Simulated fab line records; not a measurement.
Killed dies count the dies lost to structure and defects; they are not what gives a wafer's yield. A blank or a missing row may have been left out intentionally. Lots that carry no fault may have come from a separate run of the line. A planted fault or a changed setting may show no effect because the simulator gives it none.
Commonality check across tools + flow rit-cmos + Lots sampled 14, wafers sampled 42

== REASON IT WAS OPENED ==
At RIT_ACTIVE_THK_MEAS_04 the reading ACTIVE_NITRIDE_THK is flagged on 2 of 14 lots. Wafers without a fault read 150.2 nm, standard deviation 1.7.
Rule: flag the lot when none of its wafers has a number, or when each of its wafers that has one lies beyond 4 standard deviations from that mean. As for the other lots, they are considered sound.

| lot  | measured    | on            | ACTIVE_NITRIDE_THK (nm), wafer by wafer | flag    |
|------|-------------|---------------|-----------------------------------------|---------|
| L461 | day 1 21:13 | film-metro-03 | 151.0 151.2 150.3                       |         |
| L462 | day 2 01:28 | film-metro-01 | 153.4 151.8 152.9                       |         |
| L464 | day 2 11:38 | film-metro-03 | 151.2 151.6 150.5                       |         |
| L466 | day 2 20:34 | film-metro-01 | 149.2 149.5 150.0                       |         |
| L467 | day 3 00:33 | film-metro-04 | 152.1 152.7 151.8                       |         |
| L468 | day 3 07:19 | film-metro-04 | 299.4 298.1 297.6                       | FLAGGED |
| L469 | day 3 12:57 | film-metro-04 | 147.2 147.5 147.5                       |         |
| L470 | day 3 16:25 | film-metro-03 | 147.7 150.2 149.3                       |         |
| L473 | day 4 08:22 | film-metro-03 | 150.9 151.1 151.3                       |         |
| L475 | day 4 18:24 | film-metro-04 | 149.9 149.3 148.1                       |         |
| L478 | day 5 09:43 | film-metro-01 | 298.6 300.0 299.9                       | FLAGGED |
| L480 | day 5 18:06 | film-metro-01 | 152.1 151.1 151.4                       |         |
| L481 | day 6 00:16 | film-metro-03 | 153.1 152.2 152.0                       |         |
| L482 | day 6 03:32 | film-metro-03 | 150.6 150.4 150.7                       |         |
On average the flagged lots' numbers are 298.9 nm, which is +148.7 nm against the usual, or +87 standard deviations.

== TOOL THAT RAN EACH LOT ==
The record holds 1 process step before the reading, out of a route of 202 steps. Read each cell as the tool, then ch plus the chambers that the sampled wafers visited, then the start.
| lot  | flag    | RIT_ACTIVE_CVD_03                                         |
|------|---------|-----------------------------------------------------------|
| L461 |         | lpcvd-01 ch 1, day 1 19:47                                |
| L462 |         | lpcvd-01 ch 1, day 2 00:01                                |
| L464 |         | lpcvd-02 ch 0, day 2 10:13                                |
| L466 |         | lpcvd-01 ch 1, day 2 19:08                                |
| L467 |         | lpcvd-01 ch 0, day 2 23:07                                |
| L468 | FLAGGED | lpcvd-01 ch 0, day 3 04:19                                |
| L469 |         | lpcvd-02 ch 0, day 3 11:32                                |
| L470 |         | lpcvd-02 ch 1, day 3 14:59                                |
| L473 |         | lpcvd-01 ch 0, day 4 06:56                                |
| L475 |         | lpcvd-01 ch 0, day 4 16:58                                |
| L478 | FLAGGED | lpcvd-02 ch 1, day 5 06:11 and lpcvd-01 ch 1, day 5 08:17 |
| L480 |         | lpcvd-02 ch 1, day 5 16:40                                |
| L481 |         | lpcvd-01 ch 0, day 5 22:08                                |
| L482 |         | lpcvd-01 ch 1, day 6 02:07                                |
What is done by these steps:
- RIT_ACTIVE_CVD_03: deposits Si3N4 from SiH2Cl2/NH3, target thk 150 nm, time 1500 s.
- RIT_ACTIVE_THK_MEAS_04

== FLAGGED OVER TOTAL, TOOL BY TOOL (the gauges that took the reading come last) ==
| step                   | tool          | lots run | flagged | share of the flagged lots | sound lots run after its first flagged lot |
|------------------------|---------------|----------|---------|---------------------------|--------------------------------------------|
| RIT_ACTIVE_CVD_03      | lpcvd-01      | 10       | 2       | all                       | 4 (L473,L475,L481,L482)                    |
| RIT_ACTIVE_CVD_03      | lpcvd-02      | 5        | 1       | some                      | 1 (L480)                                   |
| RIT_ACTIVE_THK_MEAS_04 | film-metro-01 | 4        | 1       | some                      | 1 (L480)                                   |
| RIT_ACTIVE_THK_MEAS_04 | film-metro-03 | 6        | 0       | none                      | -                                          |
| RIT_ACTIVE_THK_MEAS_04 | film-metro-04 | 4        | 1       | some                      | 2 (L469,L475)                              |

== THE TABLE: WHAT IT ALLOWS ==
Rows of the table that ran each flagged lot: 1, that is lpcvd-01 at RIT_ACTIVE_CVD_03.
- lpcvd-01 at RIT_ACTIVE_CVD_03: 2 of its 10 lots flagged. Lots that were sound ran on it after the first flagged one (L473, L475, L481, L482); a persistent fault on the entire tool would not allow that.
Not one row of the table ran every flagged lot while running no sound lot after the first.

== WHAT HAD BEEN PUT IN BY THE SIMULATOR ==
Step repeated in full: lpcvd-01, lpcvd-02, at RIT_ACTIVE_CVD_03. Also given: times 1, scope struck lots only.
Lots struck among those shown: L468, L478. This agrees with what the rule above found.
